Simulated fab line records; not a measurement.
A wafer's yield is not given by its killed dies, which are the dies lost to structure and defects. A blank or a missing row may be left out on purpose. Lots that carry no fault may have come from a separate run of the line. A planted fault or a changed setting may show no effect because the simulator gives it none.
Tool commonality check ; flow rit cmos ; 12 lots and 42 wafers in the sample

THE REASON FOR OPENING IT
RIT_M1_RS_MEAS_01, reading M1_AL_RS: flagged on 2 of 12 lots. Wafers without a fault read 0.0730 ohm/sq, standard deviation 0.00067.
Rule: a lot is flagged in two cases, either no wafer of it has a number, or all its wafers with numbers fall more than 4 standard deviations from that mean. The rest of the lots are taken to be sound.

lot;measured;on;M1_AL_RS (ohm/sq), wafer by wafer;flag
L315;day 4 01:53;film metro-02;0.0732 0.0722 0.0716;
L316;day 4 05:59;film metro-04;0.0724 0.0730 0.0732;
L318;day 4 14:29;film metro-01;0.0727 0.0735 0.0727;
L317;day 4 16:23;film metro-01;0.0746 0.0739 0.0751;
L319;day 4 20:00;film metro-01;0.0733 0.0733 0.0727;
L320;day 4 23:00;film metro-04;0.0729 0.0730 0.0725;
L323;day 5 18:15;film metro-02;0.0734 0.0730 0.0729;
L324;day 5 21:34;film metro-02;0.0791 0.0795 0.0803 0.0795 0.0799 0.0803;FLAGGED
L327;day 6 08:50;film metro-04;0.0789 0.0788 0.0793 0.0789 0.0788 0.0793;FLAGGED
L330;day 7 01:16;film metro-02;0.0738 0.0731 0.0726;
L332;day 7 11:04;film metro-01;0.0725 0.0730 0.0735;
L334;day 8 00:48;film metro-04;0.0717 0.0715 0.0715;
Average over the flagged lots: 0.0794 ohm/sq; offset from the usual +0.0064 ohm/sq, equal to +10 standard deviations.

EACH LOT AND THE TOOL IT RAN ON
Before the reading, the record contains 2 process steps out of a 202-step route. Each cell gives the tool, then ch followed by the chambers the sampled wafers passed through, then the start.
lot;flag;RIT_PLDD_STRIP_09;RIT_M1_SPUTTER_00
L315;;plasma asher-03 ch 0,1, day 3 16:01;pvd sputter-03, day 4 01:33
L316;;plasma asher-04 ch 0,1, day 3 20:01;pvd sputter-03, day 4 05:40
L318;;plasma asher-03 ch 0,1, day 4 03:41;pvd sputter-04, day 4 14:11
L317;;plasma asher-03 ch 0,1, day 4 05:40;pvd sputter-03, day 4 16:05
L319;;plasma asher-03 ch 0,1, day 4 09:29;pvd sputter-04, day 4 19:40
L320;;plasma asher-04 ch 0,1, day 4 12:01;pvd sputter-03, day 4 22:41
L323;;plasma asher-03 ch 0,1, day 5 08:08;pvd sputter-03, day 5 17:57
L324;FLAGGED;plasma asher-04 ch 0,1, day 5 10:48;pvd sputter-03, day 5 21:16
L327;FLAGGED;plasma asher-03 ch 0,1, day 5 22:59;pvd sputter-03, day 6 08:30
L330;;plasma asher-01 ch 0, day 6 15:31;pvd sputter-02, day 7 00:57
L332;;plasma asher-01 ch 0,1, day 7 00:43;pvd sputter-02, day 7 10:46
L334;;plasma asher-03 ch 0,1, day 7 14:41;pvd sputter-04, day 8 00:29
What is done by these steps:
- RIT_PLDD_STRIP_09: strips in O2, time 180 s.
- RIT_M1_SPUTTER_00: material Al, target thk 400 nm, time 500 s.
- RIT_M1_RS_MEAS_01: measures by four-point-probe.

FLAGGED AGAINST TOTAL, ONE TOOL AT A TIME (gauges that did the reading follow at the end)
step;tool;lots run;flagged;share of the flagged lots;sound lots run after its first flagged lot
RIT_PLDD_STRIP_09;plasma asher-01;2;0;none;-
RIT_PLDD_STRIP_09;plasma asher-03;7;1;some;1 (L334)
RIT_PLDD_STRIP_09;plasma asher-04;3;1;some;0
RIT_M1_SPUTTER_00;pvd sputter-02;2;0;none;-
RIT_M1_SPUTTER_00;pvd sputter-03;7;2;all;0
RIT_M1_SPUTTER_00;pvd sputter-04;3;0;none;-
RIT_M1_RS_MEAS_01;film metro-01;4;0;none;-
RIT_M1_RS_MEAS_01;film metro-02;4;1;some;1 (L330)
RIT_M1_RS_MEAS_01;film metro-04;4;1;some;1 (L334)

WHAT THE TABLE PERMITS
All flagged lots share 1 row of the table, namely pvd sputter-03 at RIT_M1_SPUTTER_00.
- pvd sputter-03 at RIT_M1_SPUTTER_00: 2 of its 7 lots flagged. Last sound lot L323 at day 5 17:57, first flagged lot L324 at day 5 21:16; a fault beginning in between fits.
Just one tool remains: pvd sputter-03 at RIT_M1_SPUTTER_00.

WHAT THE SIMULATOR HAD INSERTED
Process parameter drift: pvd sputter-03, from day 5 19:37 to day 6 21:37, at RIT_M1_SPUTTER_00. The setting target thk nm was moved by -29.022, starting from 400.
Struck lots among those shown: L324, L327. The same result came from the rule above.
